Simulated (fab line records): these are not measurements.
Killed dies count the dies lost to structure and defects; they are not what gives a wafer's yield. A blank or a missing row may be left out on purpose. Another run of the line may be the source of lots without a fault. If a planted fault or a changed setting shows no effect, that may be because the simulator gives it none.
A lot that was struck, set against a sound lot    flow rit-cmos    15 steps out of a route of 202
Sound: wafers L734.1, L734.5, L734.6. Wafers struck: L740.3, L740.4, L740.5. The cause is given at the end.
Per side, at each step with rows, come the tool, then ch with its chambers, and then its first start. Under that, the readings that differ: sound wafers    struck wafers    difference of the means    sigmas: that difference in standard deviations of wafers without a fault.
alike: words and numbers the same on both sides, and readings whose means are apart by under 2 such deviations; not compared: readings that were withheld, readings missing a value for some wafer, numbers with overlapping values and no deviation given by the record, and bounds like >300 which may hide the same value.
A row with sigmas, a row that says differs or no value, or rows on one side alone: a step with any of these is where the two part. Numbers that don't overlap but have no deviation are shown without sigmas and don't part them. A reading that every wafer of one side lacks parts them only if that side has two wafers or more.

RIT_ACTIVE_BOW_MEAS_00:
  struck on film-metro-04, day 4 08:02; sound on film-metro-04, day 3 02:00
reading            sound    struck     difference  sigmas
INCOMING_BOW (um)  14 4 -2  -12 -8 -6  -14         -2
then, 1 step without rows for these wafers: RIT_ACTIVE_OXIDATION_01 (target thk 46.8 nm, ox time 3360 s).
RIT_ACTIVE_THK_MEAS_02:
  struck on film-metro-03, day 4 10:04; sound on film-metro-01, day 3 04:35
  alike: ACTIVE_OXIDE_THK
then, 1 step without rows for these wafers: RIT_ACTIVE_CVD_03 (deposits Si3N4 from SiH2Cl2/NH3, target thk 150 nm, time 1500 s).
RIT_ACTIVE_THK_MEAS_04:
  struck on film-metro-01, day 4 13:13; sound on film-metro-04, day 3 06:04
  alike: ACTIVE_NITRIDE_THK
then, 3 steps without rows for these wafers: RIT_ACTIVE_HMDS_05 (prime time 60 s); RIT_ACTIVE_COAT_06 (resist thk 1000 nm); RIT_ACTIVE_SOFTBAKE_07 (time 60 s).
RIT_ACTIVE_EXPOSE_08: exposes mask M1, target cd 1400 nm.
  sound on iline-stepper-02 ch 0, day 3 06:42; struck on iline-stepper-02 ch 0, day 4 13:52
reading               sound                 struck                difference  sigmas
exposure-dose-mJ-cm2  225.09 225.10 225.00  199.40 199.52 199.68  -25.53      -99 or more
  alike: mask, reticle-temp-C
then, 2 steps without rows for these wafers: RIT_ACTIVE_PEB_09; RIT_ACTIVE_DEVELOP_10 (develop time 50 s).
RIT_ACTIVE_CD_MEAS_11: target cd 1400 nm.
  struck on cd-sem-01, day 4 14:34; sound on cd-sem-02, day 3 07:06
reading     sound                 struck                difference  sigmas
cd-nm (nm)  1399.7 1400.5 1400.0  1433.2 1433.2 1434.8  +33.7       +18
  not compared: hold
RIT_ACTIVE_ETCH_13: etches Si3N4 in SF6, stops on SiO2, time 210 s, target depth 210 nm.
  sound on rie-diel-01 ch 1,2, day 3 07:22; struck on rie-diel-03 ch 1,2,3, day 4 17:20
reading                  sound           struck          difference  sigmas
model.ACTIVE.cd-nm (nm)  1399 1400 1400  1434 1433 1434  +34         
  alike: drypump-motor-current-A, oes-product-au, throttle-valve-pct
  not compared: rf-hours-counter-h
RIT_ACTIVE_STRIP_14: strips in O2, time 180 s.
  sound on plasma-asher-01 ch 0,1, day 3 07:31; struck on plasma-asher-02 ch 0,1, day 4 17:31
  alike: drypump-motor-current-A
  not compared: rf-hours-counter-h
following that, these wafers have no rows for 1 step: RIT_M1_PROBE_99.

## WHERE THEY PART
Last at RIT_ACTIVE_CD_MEAS_11 as far as this record goes, first at RIT_ACTIVE_BOW_MEAS_00. Later steps at which nothing parts them and some readings are alike: RIT_ACTIVE_ETCH_13, RIT_ACTIVE_STRIP_14.

WHY: whatever the simulator had introduced
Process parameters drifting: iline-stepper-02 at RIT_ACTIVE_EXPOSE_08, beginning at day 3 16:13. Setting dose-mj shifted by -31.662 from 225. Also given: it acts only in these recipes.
